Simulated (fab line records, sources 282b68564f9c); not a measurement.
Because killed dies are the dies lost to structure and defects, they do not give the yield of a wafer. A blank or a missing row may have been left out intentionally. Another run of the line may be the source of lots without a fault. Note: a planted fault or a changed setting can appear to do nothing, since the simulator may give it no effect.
The tool behind it: which one? / flow rit cmos / route of 202 steps, sampled at 1 step: 7 lots, 21 wafers

== WHAT THE GAUGES READ, wafer by wafer ==
RIT_ACTIVE_THK_MEAS_02.
lot=L337; measured=day 2 04:51; on=film metro-02; ACTIVE_OXIDE_THK (nm)=45.2 45.1 45.5
lot=L340; measured=day 2 19:29; on=film metro-02; ACTIVE_OXIDE_THK (nm)=47.9 46.7 47.9
lot=L342; measured=day 3 05:10; on=film metro-02; ACTIVE_OXIDE_THK (nm)=47.0 47.2 46.9
lot=L344; measured=day 3 16:30; on=film metro-02; ACTIVE_OXIDE_THK (nm)=47.6 46.9 47.4
lot=L346; measured=day 4 00:13; on=film metro-02; ACTIVE_OXIDE_THK (nm)=45.9 45.1 46.0
lot=L354; measured=day 5 17:18; on=film metro-01; ACTIVE_OXIDE_THK (nm)=43.7 44.2 43.9
lot=L356; measured=day 6 03:45; on=film metro-01; ACTIVE_OXIDE_THK (nm)=46.8 46.3 46.1

== WHAT TOOL EACH LOT RAN ON (gives the tool, then ch and the chambers of the sampled wafers, and finally the start) ==
Record: no process step prior to these readings.

== THE ANSWER, worked out from the rows above alone ==
Rule: what is usual is taken from the lots themselves. The widest of any qualifying gaps counts: lots, ordered by their means at a reading, are off when they make up no more than a third of the lots, leave a main group of 4 or more, and stand apart from it by 3 or more times the standard deviation of that group's means. If all means in a main group match to the digits the tables above print for the reading, that group is not used. Also off: a lot with no number at a reading for which 4 or more lots have one. Any other lot the step has rows for is counted as sound.
None of the lots is off at any reading shown; this tells nothing.

== WHAT THE SIMULATOR PUT IN ==
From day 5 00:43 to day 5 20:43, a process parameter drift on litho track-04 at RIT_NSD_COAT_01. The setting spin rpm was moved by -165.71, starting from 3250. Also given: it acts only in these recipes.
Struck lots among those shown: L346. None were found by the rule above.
